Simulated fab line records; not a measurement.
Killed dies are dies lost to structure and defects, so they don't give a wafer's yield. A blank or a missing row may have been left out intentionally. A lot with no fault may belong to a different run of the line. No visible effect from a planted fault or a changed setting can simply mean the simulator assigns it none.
Which tool is to blame? :: flow ritCmos :: 45 wafers from 15 lots sampled at 2 of the route's 202 steps

WHAT EACH GAUGE READ, for each wafer
No reading from a measuring or inspecting step in the record can be judged against a usual standard deviation.

WHAT TOOL EACH LOT RAN ON (gives the tool, then ch and the chambers of the sampled wafers, and finally the start)
lot: L104
RIT_NWELL_SOFTBAKE_02: lithoTrack-04 ch 0, day 1 20:00
RIT_M1_PROBE_99: -

lot: L105
RIT_NWELL_SOFTBAKE_02: lithoTrack-04 ch 0, day 2 00:33
RIT_M1_PROBE_99: -

lot: L107
RIT_NWELL_SOFTBAKE_02: lithoTrack-01 ch 0, day 2 10:49
RIT_M1_PROBE_99: -

lot: L108
RIT_NWELL_SOFTBAKE_02: lithoTrack-03 ch 0, day 2 16:49
RIT_M1_PROBE_99: -

lot: L109
RIT_NWELL_SOFTBAKE_02: lithoTrack-03 ch 0, day 2 23:06
RIT_M1_PROBE_99: -

lot: L110
RIT_NWELL_SOFTBAKE_02: lithoTrack-03 ch 0, day 3 03:26
RIT_M1_PROBE_99: -

lot: L111
RIT_NWELL_SOFTBAKE_02: lithoTrack-03 ch 0, day 3 08:07
RIT_M1_PROBE_99: prober-02, day 4 23:17

lot: L112
RIT_NWELL_SOFTBAKE_02: lithoTrack-03 ch 0, day 3 11:49
RIT_M1_PROBE_99: -

lot: L115
RIT_NWELL_SOFTBAKE_02: lithoTrack-01 ch 0, day 4 04:46
RIT_M1_PROBE_99: -

lot: L121
RIT_NWELL_SOFTBAKE_02: lithoTrack-04 ch 0, day 5 08:49
RIT_M1_PROBE_99: -

lot: L123
RIT_NWELL_SOFTBAKE_02: lithoTrack-01 ch 0, day 5 19:26
RIT_M1_PROBE_99: -

lot: L124
RIT_NWELL_SOFTBAKE_02: lithoTrack-04 ch 0, day 6 00:18
RIT_M1_PROBE_99: -

lot: L125
RIT_NWELL_SOFTBAKE_02: lithoTrack-01 ch 0, day 6 04:42
RIT_M1_PROBE_99: -

lot: L126
RIT_NWELL_SOFTBAKE_02: lithoTrack-01 ch 0, day 6 10:38
RIT_M1_PROBE_99: -

lot: L127
RIT_NWELL_SOFTBAKE_02: lithoTrack-04 ch 0, day 6 14:43
RIT_M1_PROBE_99: -
- RIT_NWELL_SOFTBAKE_02: time 60 s.
- RIT_M1_PROBE_99

AS READ BY THE TOOLS THEMSELVES (means over the sampled wafers that have a number; for cases with no such wafer, the mark the record gives instead)
RIT_NWELL_SOFTBAKE_02.
lot: L104
tool: lithoTrack-04
chillPlateTempC (C): 23.00
runLengthS (s): 89.22

lot: L105
tool: lithoTrack-04
chillPlateTempC (C): 23.06
runLengthS (s): 89.17

lot: L107
tool: lithoTrack-01
chillPlateTempC (C): 23.07
runLengthS (s): 89.32

lot: L108
tool: lithoTrack-03
chillPlateTempC (C): 23.01
runLengthS (s): 88.91

lot: L109
tool: lithoTrack-03
chillPlateTempC (C): 23.03
runLengthS (s): 88.92

lot: L110
tool: lithoTrack-03
chillPlateTempC (C): 22.98
runLengthS (s): 94.23

lot: L111
tool: lithoTrack-03
chillPlateTempC (C): 22.83
runLengthS (s): 94.31

lot: L112
tool: lithoTrack-03
chillPlateTempC (C): 22.96
runLengthS (s): 94.28

lot: L115
tool: lithoTrack-01
chillPlateTempC (C): 22.96
runLengthS (s): 89.34

lot: L121
tool: lithoTrack-04
chillPlateTempC (C): 23.06
runLengthS (s): 89.36

lot: L123
tool: lithoTrack-01
chillPlateTempC (C): 22.97
runLengthS (s): 89.33

lot: L124
tool: lithoTrack-04
chillPlateTempC (C): 23.00
runLengthS (s): 89.20

lot: L125
tool: lithoTrack-01
chillPlateTempC (C): 23.00
runLengthS (s): 89.41

lot: L126
tool: lithoTrack-01
chillPlateTempC (C): 22.94
runLengthS (s): 89.39

lot: L127
tool: lithoTrack-04
chillPlateTempC (C): 22.90
runLengthS (s): 89.16

RIT_M1_PROBE_99.
lot: L111
tool: prober-02
killed_at_M0_to_M3: 0.0
killedAtContacts: 0.0
killedAtFrontEnd: 8.0
killedDies: 8.0
killedOpen: 3.7
killedShort: 4.3

THE ANSWER, worked out from the rows above alone
Rule: usual is defined by the lots themselves. Put in order of their means at a reading, lots are off if they are a third of the lots or fewer, leave a main group of 4 or more, and stand apart from it by a gap of 3 or more times the standard deviation of the main group's means; of several such gaps the widest counts. If all means in a main group match to the digits the tables above print for the reading, that group is not used. Also off: a lot with no number at a reading for which 4 or more lots have one. The other lots that the step has rows for count as sound. After the gauges, taken in route order, come the tools' own readings; for these a lot's mean is taken, as printed above. The first step at which some lot is off is used, and at that step the reading that is off furthest; a lot without a number counts as furthest.
Off: L110, L111, L112, at RIT_NWELL_SOFTBAKE_02 (runLengthS). For the main group the mean is 89.23 s and the standard deviation 0.16.
If a tool, at that step or one of the process steps before it, ran each lot that is off and ran no sound lot following the first of them, it fits. One fits: RIT_NWELL_SOFTBAKE_02 on lithoTrack-03. Its last sound lot is L109 (day 2 23:06), its first lot that is off L110 (day 3 03:26): a fault that began between those two fits.
On the lots that are off, the tool's own readings at RIT_NWELL_SOFTBAKE_02 differ by more than 5 times the standard deviation of the sound lots' means, which bears it out; runLengthS reads 94.27 s there versus 89.23 s on the sound lots.

WHAT WAS PUT IN BY THE SIMULATOR
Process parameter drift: lithoTrack-03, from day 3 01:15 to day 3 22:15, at RIT_NWELL_SOFTBAKE_02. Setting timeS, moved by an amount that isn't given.
Lots struck among those shown: L110, L111, L112. The rule above reached the same finding.
